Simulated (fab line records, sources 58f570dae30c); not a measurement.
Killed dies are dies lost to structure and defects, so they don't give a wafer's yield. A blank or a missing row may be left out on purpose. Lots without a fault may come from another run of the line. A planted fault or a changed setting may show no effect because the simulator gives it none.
Which tool did it? | flow berkeley_cmos170 | 15 lots, 45 wafers sampled, at 3 steps of a route of 331

WHAT THE GAUGES READ, wafer by wafer
UCB170_ACTIVE_OVL_MEAS_14. Usual: ACTIVE_OVL 1 nm, standard deviation 6.3.
lot  | measured    | on         | ACTIVE_OVL (nm) | flag
L656 | day 4 17:04 | overlay-02 | 10 18 18        |
L657 | day 5 03:02 | overlay-01 | -1 -1 7         |
L660 | day 5 16:51 | overlay-02 | -3 4 -3         |
L662 | day 6 00:07 | overlay-01 | 3 -3 3          |
L663 | day 6 08:07 | overlay-01 | 4 2 15          |
L664 | day 6 14:08 | overlay-01 | 1 3 -1          |
L665 | day 6 13:37 | overlay-02 | -2 -4 -2        |
L666 | day 6 13:38 | overlay-01 | -10 2 -7        |
L672 | day 8 08:53 | overlay-02 | -6 -5 -5        |
L671 | day 8 00:44 | overlay-02 | 4 -6 6          |
L677 | day 9 05:19 | overlay-02 | -5 3 -9         |
L678 | day 9 05:03 | overlay-02 | 0 6 6           |

UCB170_NVT_OVL_MEAS_06. Usual: NVT_OVL 0 nm, standard deviation 5.3.
lot  | measured     | on         | NVT_OVL (nm) | flag
L656 | day 6 07:43  | overlay-01 | 2 2 -5       |
L657 | day 6 16:44  | overlay-01 | 3 -12 -3     |
L660 | day 7 09:17  | overlay-02 | -3 3 12      |
L662 | day 7 09:05  | overlay-02 | 2 -5 2       |
L663 | day 7 20:31  | overlay-02 | 0 -3 1       |
L664 | day 8 03:15  | overlay-01 | -6 -9 3      |
L665 | day 8 03:29  | overlay-01 | -11 -1 -5    |
L666 | day 8 03:32  | overlay-02 | 2 2 -1       |
L672 | day 9 22:19  | overlay-01 | 6 -2 3       |
L671 | day 9 12:59  | overlay-01 | 8 5 2        |
L677 | day 10 18:09 | overlay-01 | -8 -3 -12    |
L678 | day 10 18:23 | overlay-02 | 1 4 9        |

WHICH TOOL RAN EACH LOT (tool, then ch and the chambers of the sampled wafers, then the start)
lot  | UCB170_NWELL_PEB_10
L656 | litho_track-02 ch 0, day 2 12:28
L657 | litho_track-01 ch 0, day 2 22:00
L660 | litho_track-01 ch 0, day 3 10:11
L662 | litho_track-01 ch 0, day 3 16:41
L663 | litho_track-01 ch 0, day 3 23:58
L664 | litho_track-02 ch 0, day 4 04:26
L665 | litho_track-02 ch 0, day 4 07:58
L666 | litho_track-01 ch 0, day 4 13:56
L667 | litho_track-01, day 4 16:50
L670 | litho_track-02, day 5 07:23
L669 | litho_track-01, day 5 07:51
L672 | litho_track-03 ch 0, day 5 21:46
L671 | litho_track-02 ch 0, day 5 21:55
L677 | litho_track-02 ch 0, day 7 00:49
L678 | litho_track-01 ch 0, day 7 01:04
- UCB170_NWELL_PEB_10

WHAT THE TOOLS THEMSELVES READ (means of the sampled wafers that have a number; where no wafer has one, the mark that the record gives instead)
UCB170_NWELL_PEB_10. Usual: chill_plate_temp_C 23.00 C, standard deviation 0.11; exhaust_pa 45.1 Pa, standard deviation 0.96.
lot  | tool           | chill_plate_temp_C (C) | exhaust_pa (Pa) | flag
L656 | litho_track-02 | 23.01                  | 45.6            |
L657 | litho_track-01 | 23.08                  | 44.5            |
L660 | litho_track-01 | 23.15                  | 45.3            |
L662 | litho_track-01 | 23.00                  | 44.7            |
L663 | litho_track-01 | 23.03                  | 46.0            |
L664 | litho_track-02 | 23.05                  | 44.1            |
L665 | litho_track-02 | 23.12                  | 43.8            |
L666 | litho_track-01 | 22.94                  | 44.1            |
L667 | litho_track-01 | -                      | -               | OFF
L670 | litho_track-02 | -                      | -               | OFF
L669 | litho_track-01 | -                      | -               | OFF
L672 | litho_track-03 | 23.13                  | 46.5            |
L671 | litho_track-02 | 23.02                  | 45.2            |
L677 | litho_track-02 | 22.87                  | 44.2            |
L678 | litho_track-01 | 22.97                  | 44.9            |

THE ANSWER, worked out from the rows above alone
Rule: a lot is off if the mean of its wafers that have a number lies more than 3 standard deviations from the usual mean. A lot without any number at a reading at which 4 lots or more have one is off too. The other lots that the step has rows for count as sound. The gauges are gone through in route order, then the tools' own readings, and for those a lot's mean is taken as printed above. The first step at which some lot is off is used, and at that step the reading that is off furthest; a lot without a number counts as furthest.
Off: L667, L670, L669, at UCB170_NWELL_PEB_10 (chill_plate_temp_C). Without a number there: L667, L670, L669.
A tool fits if, at that step or a process step before it, it ran every lot that is off, and no sound lot after the first of them. None of those tried fits.

WHAT THE SIMULATOR HAD PUT IN
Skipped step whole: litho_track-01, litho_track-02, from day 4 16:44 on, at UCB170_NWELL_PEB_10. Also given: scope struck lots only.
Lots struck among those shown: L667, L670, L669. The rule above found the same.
